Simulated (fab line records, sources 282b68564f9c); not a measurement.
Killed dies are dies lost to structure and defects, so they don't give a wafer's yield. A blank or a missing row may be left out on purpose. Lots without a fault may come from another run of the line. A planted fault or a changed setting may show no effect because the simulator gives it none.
Which tool did it? | flow rit_cmos | 11 lots, 33 wafers sampled, at 2 steps of a route of 202

WHAT THE GAUGES READ, wafer by wafer
RIT_M1_CD_MEAS_90: target cd 2600 nm.
lot  | measured    | on        | cd_nm (nm)
L295 | day 3 09:13 | cd_sem-02 | 2598.8 2599.3 2599.5
L302 | day 5 00:30 | cd_sem-01 | 2619.1 2616.7 2618.3
L306 | day 5 21:12 | cd_sem-02 | 2619.4 2616.7 2616.9
L308 | day 6 04:40 | cd_sem-02 | 2596.4 2599.4 2598.8
L310 | day 6 11:37 | cd_sem-02 | 2602.3 2605.6 2604.8
L311 | day 6 17:20 | cd_sem-02 | 2605.7 2604.9 2603.3
L312 | day 6 23:29 | cd_sem-02 | 2601.2 2603.8 2602.2
L313 | day 7 06:08 | cd_sem-02 | 2605.3 2603.2 2606.4
L314 | day 7 10:52 | cd_sem-01 | 2605.1 2606.2 2602.6
L316 | day 8 00:03 | cd_sem-02 | 2601.5 2602.6 2599.9
L317 | day 8 00:18 | cd_sem-02 | 2603.5 2604.0 2601.7

WHICH TOOL RAN EACH LOT (tool, then ch and the chambers of the sampled wafers, then the start)
lot  | RIT_M1_METAL_ETCH_12
L295 | rie_metal-04 ch 0,1, day 3 08:41
L302 | rie_metal-03 ch 0, day 4 23:58
L306 | rie_metal-03 ch 0, day 5 20:41
L308 | rie_metal-01 ch 0,1, day 6 04:10
L310 | rie_metal-04 ch 1, day 6 10:56
L311 | rie_metal-01 ch 0,1, day 6 16:50
L312 | rie_metal-04 ch 0,1, day 6 22:57
L313 | rie_metal-01 ch 0,1, day 7 05:38
L314 | rie_metal-04 ch 0,1, day 7 10:20
L316 | rie_metal-01 ch 0,1, day 7 23:31
L317 | rie_metal-04 ch 0,1, day 7 23:46
- RIT_M1_METAL_ETCH_12: etches Al in Cl2/BCl3, stops on SiO2, time 165 s, target depth 600 nm.

THE ANSWER, worked out from the rows above alone
Rule: what is usual is taken from the lots themselves. Put in order of their means at a reading, lots are off if they are a third of the lots or fewer, leave a main group of 4 or more, and stand apart from it by a gap of 3 or more times the standard deviation of the main group's means; of several such gaps the widest counts. A main group whose means are all the same, to the digits that the tables above print for the reading, isn't used. A lot without any number at a reading at which 4 lots or more have one is off too. The other lots that the step has rows for count as sound.
Off: L302, L306, at RIT_M1_CD_MEAS_90 (cd_nm). The main group: mean 2602.5 nm, standard deviation 2.3.
A tool fits if, at a process step before that reading, it ran every lot that is off, and no sound lot after the first of them. The gauges at RIT_M1_CD_MEAS_90 are tried like those tools. One fits: rie_metal-03 at RIT_M1_METAL_ETCH_12. It ran no sound lot before its first lot that is off in this sample, so the start can't be narrowed down.

WHAT THE SIMULATOR HAD PUT IN
Process parameter drift: rie_metal-03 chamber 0, from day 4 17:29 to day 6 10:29, at RIT_M1_METAL_ETCH_12. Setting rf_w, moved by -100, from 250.
Lots struck among those shown: L302, L306. The rule above found the same.
